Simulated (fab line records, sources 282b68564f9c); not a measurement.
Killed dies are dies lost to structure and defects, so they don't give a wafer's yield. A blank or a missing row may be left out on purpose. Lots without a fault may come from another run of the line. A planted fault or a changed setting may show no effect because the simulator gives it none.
One fault seen from 2 desks | flow rit_cmos | each desk has only its own numbers; what lay behind them comes last

THE TOOL OWNER'S DESK: pvd_sputter-01
The tool's own readings at RIT_M1_SPUTTER_00 (material Al, target thk 400 nm, time 500 s): means of the sampled wafers that have a number, for each lot that ran on this tool. A lot is out of limits, marked OUT, if its mean lies more than 4 standard deviations from the usual mean; the brackets give that distance.
Columns: A = throttle_valve_pct at RIT_M1_SPUTTER_00, usual 29.8 %
lot  | first seen here | A
L980 | day 3 19:46     | 30.0
L983 | day 4 12:31     | 30.5
L985 | day 4 21:20     | 30.2
L997 | day 7 11:02     | 30.5
L999 | day 8 07:47     | 30.4
L102 | day 8 15:11     | 30.5
This desk's finding: nothing out of limits on any of the 6 lots.

THE METROLOGY DESK
What the gauges read, lot by lot, whatever tool the lot ran on: means of the sampled wafers that have a number. A lot is out of limits, marked OUT, if its mean lies more than 4 standard deviations from the usual mean; the brackets give that distance.
Columns: A = PSD_OVL at RIT_PSD_OVL_MEAS_06, usual -0.3 nm; B = M1_AL_RS at RIT_M1_RS_MEAS_01, usual 0.0740 ohm/sq; C = M1_AL_THK at RIT_M1_THK_MEAS_02, usual 404 nm
lot  | first seen here | A    | B                | C
L979 | day 3 11:02     | 0.3  | 0.0747           | 399
L980 | day 3 15:21     | -0.8 | 0.0744           | 404
L981 | day 3 19:41     | -0.8 | 0.0734           | 407
L983 | day 4 08:15     | -0.6 | 0.0840 (+13) OUT | 369 (-7.1) OUT
L984 | day 4 12:31     | 0.5  | 0.0749           | 402
L985 | day 4 16:55     | -0.2 | 0.0850 (+15) OUT | 365 (-8.0) OUT
L995 | day 6 13:50     | 0.8  | 0.0751           | 397
L998 | day 7 04:02     | -0.6 | 0.0744           | 398
L997 | day 7 06:40     | -0.5 | 0.0745           | 400
L999 | day 8 03:02     | 0.7  | 0.0735           | 402
L101 | day 8 03:20     | 0.5  | 0.0737           | 404
L100 | day 8 03:37     | -2.0 | 0.0741           | 405
L102 | day 8 10:46     | -2.2 | 0.0744           | 397
This desk's finding: out of limits on L983, L985; first on L983, day 4 12:49 (M1_AL_RS at RIT_M1_RS_MEAS_01). In limits: L979, L980, L981, L984, L995, L998, L997, L999, L101, L100, L102.

PUT TOGETHER
The metrology desk could have raised an alarm at day 4 12:49, on L983, L985.
The tool owner's desk saw nothing out of limits.
The tool owner's desk has L983, L985 on record, within its limits.
Of the lots named, all ran RIT_M1_SPUTTER_00 on pvd_sputter-01.

WHAT THE SIMULATOR HAD PUT IN
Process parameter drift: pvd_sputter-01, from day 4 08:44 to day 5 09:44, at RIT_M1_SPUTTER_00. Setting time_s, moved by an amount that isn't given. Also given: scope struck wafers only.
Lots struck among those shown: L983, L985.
Hours from the fault's start to each desk's first reading out of limits: the metrology desk, 4.
